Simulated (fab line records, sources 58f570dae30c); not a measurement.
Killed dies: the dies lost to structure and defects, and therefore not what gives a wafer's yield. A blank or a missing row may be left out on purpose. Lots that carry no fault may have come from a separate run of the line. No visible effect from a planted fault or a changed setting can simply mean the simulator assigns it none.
What tool caused it? -- flow berkeley-cmos170 -- 7 lots with 21 wafers sampled at 2 steps, on a route of 331 steps

== WHAT THE GAUGES SHOWED, per wafer ==
UCB170_NWELL_THK_MEAS_05.
lot,measured,on,NWELL_NITRIDE_THK (nm)
L627,day 2 22:13,film-metro-03,223.5 225.0 224.0
L628,day 3 06:18,film-metro-01,224.2 222.5 225.9
L631,day 3 17:11,film-metro-03,222.9 222.4 220.8
L634,day 4 10:47,film-metro-04,225.5 224.0 224.1
L636,day 4 22:49,film-metro-01,413.5 413.6 414.4 413.5 413.4 414.2
L638,day 5 10:34,film-metro-03,224.7 223.6 224.3
L645,day 6 21:35,film-metro-03,225.1 223.2 224.9

== TOOL THAT RAN EACH LOT (tool first, then ch and the chambers of the sampled wafers, then the start) ==
lot,UCB170_NWELL_CVD_04
L627,"lpcvd-01 ch 1, day 2 20:17"
L628,"lpcvd-02 ch 0, day 3 04:19"
L631,"lpcvd-01 ch 1, day 3 15:16"
L634,"lpcvd-02 ch 0, day 4 08:50"
L636,"lpcvd-02 ch 1, day 4 20:52"
L638,"lpcvd-01 ch 1, day 5 08:36"
L645,"lpcvd-01 ch 0, day 6 18:41"
- UCB170_NWELL_CVD_04: deposits Si3N4 from SiH2Cl2/NH3, target thk 224 nm, time 3360 s.

== THE ANSWER, worked out from the rows above alone ==
Rule: what is usual is taken from the lots themselves. The widest of any qualifying gaps counts: lots, ordered by their means at a reading, are off when they make up no more than a third of the lots, leave a main group of 4 or more, and stand apart from it by 3 or more times the standard deviation of that group's means. A main group whose means are all the same, to the digits that the tables above print for the reading, isn't used. A lot without any number at a reading at which 4 lots or more have one is off too. Where the step has rows for the other lots, those lots are counted as sound.
Off: at UCB170_NWELL_THK_MEAS_05 (NWELL_NITRIDE_THK), L636. For the main group the mean is 223.9 nm and the standard deviation 0.85.
If a tool, at a process step before that reading, ran all the lots that are off and no sound lot after the first of them, it fits. Those tools and the gauges at UCB170_NWELL_THK_MEAS_05 are tried in the same way. 2 tools fit, lpcvd-02 at UCB170_NWELL_CVD_04 and film-metro-01 at UCB170_NWELL_THK_MEAS_05, so this cannot tell which one it is.

== WHAT THE SIMULATOR HAD INSERTED ==
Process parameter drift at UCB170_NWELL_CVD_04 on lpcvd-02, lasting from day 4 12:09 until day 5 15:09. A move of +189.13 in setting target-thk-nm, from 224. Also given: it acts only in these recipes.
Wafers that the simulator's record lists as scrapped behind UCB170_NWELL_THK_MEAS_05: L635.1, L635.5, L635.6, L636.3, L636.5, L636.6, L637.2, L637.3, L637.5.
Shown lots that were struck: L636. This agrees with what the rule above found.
